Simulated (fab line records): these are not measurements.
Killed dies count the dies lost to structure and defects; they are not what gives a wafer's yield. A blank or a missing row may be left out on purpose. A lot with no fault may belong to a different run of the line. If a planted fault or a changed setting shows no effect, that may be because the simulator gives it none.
Which tool did it? ; flow berkeley cmos170 ; 16 lots with 48 wafers sampled at 5 steps, on a route of 331 steps

WHAT EACH GAUGE READ, for each wafer
UCB170_GATE_THK_MEAS_05. Usual: GATE_POLY_THK typically reads 213.9 nm, with standard deviation 2.5.
lot;measured;on;GATE_POLY_THK (nm);flag
L167;day 6 21:47;film metro-03;212.5 211.7 210.5;
L169;day 7 12:15;film metro-02;211.2 210.8 209.4;
L171;day 8 03:58;film metro-02;211.4 210.4 210.2;
L172;day 8 03:59;film metro-03;214.3 213.5 212.5;
L170;day 8 03:59;film metro-04;210.3 209.6 209.0;
L173;day 8 12:30;film metro-04;209.8 210.8 209.9;
L174;day 8 12:31;film metro-03;212.6 213.2 211.5;
L177;day 8 17:30;film metro-04;215.0 213.9 215.8;
L176;day 8 17:31;film metro-03;213.3 213.6 213.7;
L175;day 8 17:34;film metro-04;213.2 214.6 214.4;
L180;day 9 17:19;film metro-04;215.2 215.6 214.8;
L182;day 10 11:59;film metro-04;215.1 216.3 216.5;
L185;day 10 23:16;film metro-02;215.7 217.9 217.3;
L184;day 10 23:17;film metro-03;214.7 215.6 214.6;
L187;day 11 12:53;film metro-04;213.5 214.3 214.3;
L188;day 11 17:37;film metro-03;217.6 217.6 217.4;

UCB170_PLDD_OVL_MEAS_07. Usual: PLDD_OVL typically reads -1 nm, with standard deviation 5.3.
lot;measured;on;PLDD_OVL (nm);flag
L167;day 7 00:54;overlay-01;-6 1 2;
L169;day 7 16:48;overlay-02;3 4 6;
L171;day 8 07:16;overlay-01;-1 -3 0;
L172;day 8 07:49;overlay-02;4 -2 3;
L170;day 8 07:32;overlay-02;-5 -7 -5;
L173;day 8 15:15;overlay-01;2 2 -6;
L174;day 8 15:38;overlay-02;5 2 2;
L177;day 8 21:46;overlay-02;-5 -8 -10;
L176;day 8 21:44;overlay-01;8 11 4;
L175;day 8 22:03;overlay-01;-1 2 0;
L180;day 9 21:57;overlay-01;263 254 260;OFF
L182;day 10 14:37;overlay-02;270 265 257;OFF
L185;day 11 02:19;overlay-02;260 262 251;OFF
L184;day 11 02:22;overlay-01;263 262 261;OFF
L187;day 11 18:20;overlay-02;-7 -6 -14;
L188;day 11 21:33;overlay-02;-11 -4 -5;

UCB170_NLDD_CD_MEAS_06: target cd 1200 nm. Usual: cd nm at 1200.2 nm, with a standard deviation of 1.6.
lot;measured;on;cd nm (nm);flag
L167;day 7 02:40;cd sem-01;1201.1 1201.7 1202.4;
L169;day 7 18:37;cd sem-02;1201.7 1200.9 1201.7;
L171;day 8 09:14;cd sem-01;1198.6 1201.1 1200.1;
L172;day 8 09:55;cd sem-02;1201.7 1200.5 1200.0;
L170;day 8 09:32;cd sem-02;1199.2 1199.3 1199.0;
L173;day 8 17:32;cd sem-01;1201.8 1199.8 1200.0;
L174;day 8 17:52;cd sem-02;1200.2 1200.8 1203.4;
L177;day 8 23:57;cd sem-02;1198.0 1198.1 1198.4;
L176;day 8 23:46;cd sem-01;1200.8 1200.8 1201.0;
L175;day 9 00:01;cd sem-01;1198.8 1199.5 1201.7;
L180;day 9 23:39;cd sem-01;1200.4 1200.6 1199.4;
L182;day 10 16:08;cd sem-02;1200.0 1201.0 1198.6;
L185;day 11 04:22;cd sem-02;1200.6 1200.6 1199.4;
L184;day 11 04:40;cd sem-01;1200.9 1200.4 1200.8;
L187;day 11 20:18;cd sem-01;1204.1 1204.6 1204.9;
L188;day 11 23:47;cd sem-02;1199.4 1198.3 1197.4;

UCB170_SDANNEAL_RS_MEAS_05: measures by four-point-probe. Usual: NLDD_RS typically reads 620.8 ohm/sq, with standard deviation 1.5.
lot;measured;on;NLDD_RS (ohm/sq);flag
L167;day 7 16:29;film metro-02;621.3 621.3 623.0;
L169;day 8 07:04;film metro-02;620.0 619.9 619.3;
L171;day 8 20:31;film metro-03;618.7 619.4 618.5;
L172;day 8 21:25;film metro-01;622.3 622.0 622.0;
L170;day 8 22:05;film metro-01;621.8 622.8 621.1;
L173;day 9 08:56;film metro-03;622.1 620.9 621.6;
L174;day 9 09:01;film metro-01;621.5 621.6 620.5;
L177;day 9 09:36;film metro-01;622.5 620.7 619.7;
L176;day 9 09:37;film metro-02;620.3 621.4 619.8;
L175;day 9 10:41;film metro-02;619.6 621.9 619.8;
L180;day 10 13:08;film metro-01;621.6 619.4 619.2;
L182;day 11 06:53;film metro-01;619.7 620.0 618.9;
L185;day 11 21:01;film metro-02;619.2 617.7 617.8;
L184;day 11 20:40;film metro-01;621.9 621.7 622.6;
L187;day 12 08:08;film metro-01;621.3 622.0 620.8;
L188;day 12 08:48;film metro-01;622.4 622.7 620.9;

EACH LOT AND THE TOOL THAT RAN IT (in order: tool; ch and the chambers of the sampled wafers; start)
lot;UCB170_PLDD_EXPOSE_03
L167;krf scanner-02 ch 0, day 7 00:16
L169;krf scanner-02 ch 0, day 7 16:08
L171;krf scanner-01 ch 0, day 8 06:43
L172;krf scanner-01 ch 0, day 8 07:17
L170;krf scanner-02 ch 0, day 8 06:59
L173;krf scanner-02 ch 0, day 8 14:44
L174;krf scanner-01 ch 0, day 8 15:09
L177;krf scanner-02 ch 0, day 8 21:11
L176;krf scanner-01 ch 0, day 8 20:51
L175;krf scanner-01 ch 0, day 8 21:26
L180;krf scanner-01 ch 0, day 9 21:27
L182;krf scanner-01 ch 0, day 10 14:07
L185;krf scanner-01 ch 0, day 11 01:23
L184;krf scanner-01 ch 0, day 11 01:32
L187;krf scanner-02 ch 0, day 11 17:38
L188;krf scanner-02 ch 0, day 11 20:50
- UCB170_PLDD_EXPOSE_03: exposes mask PSELECT, target cd 1200 nm.

WHAT THE TOOLS THEMSELVES READ (means of the sampled wafers that have a number; where no wafer has one, the mark that the record gives instead)
The record holds no such reading with a usual standard deviation.

THE ANSWER, worked out from the rows above alone
Rule: lot off if the mean of its wafers having a number is beyond 3 standard deviations from the usual mean. A lot without any number at a reading at which 4 lots or more have one is off too. All remaining lots with rows at the step are treated as sound. Order of review: gauges by route order, followed by the tools' own readings, for which a lot's mean as printed above is used. The first step at which some lot is off is used, and at that step the reading that is off furthest; a lot without a number counts as furthest.
Off: L180, L182, L185, L184, seen at UCB170_PLDD_OVL_MEAS_07 (PLDD_OVL).
A tool fits if, at a process step before that reading, it ran every lot that is off, and no sound lot after the first of them. Gauges at UCB170_PLDD_OVL_MEAS_07: tried the same way as those tools. One candidate fits, namely krf scanner-01 at UCB170_PLDD_EXPOSE_03. Its last sound lot is L175 (day 8 21:26), its first lot that is off L180 (day 9 21:27): a fault that began between those two fits.

WHAT HAD BEEN PUT IN BY THE SIMULATOR
Scanner matching overlay: krf scanner-01, from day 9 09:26 on, at UCB170_PLDD_EXPOSE_03. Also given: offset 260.
Shown lots that were struck: L180, L182, L185, L184. The rule above found the same.
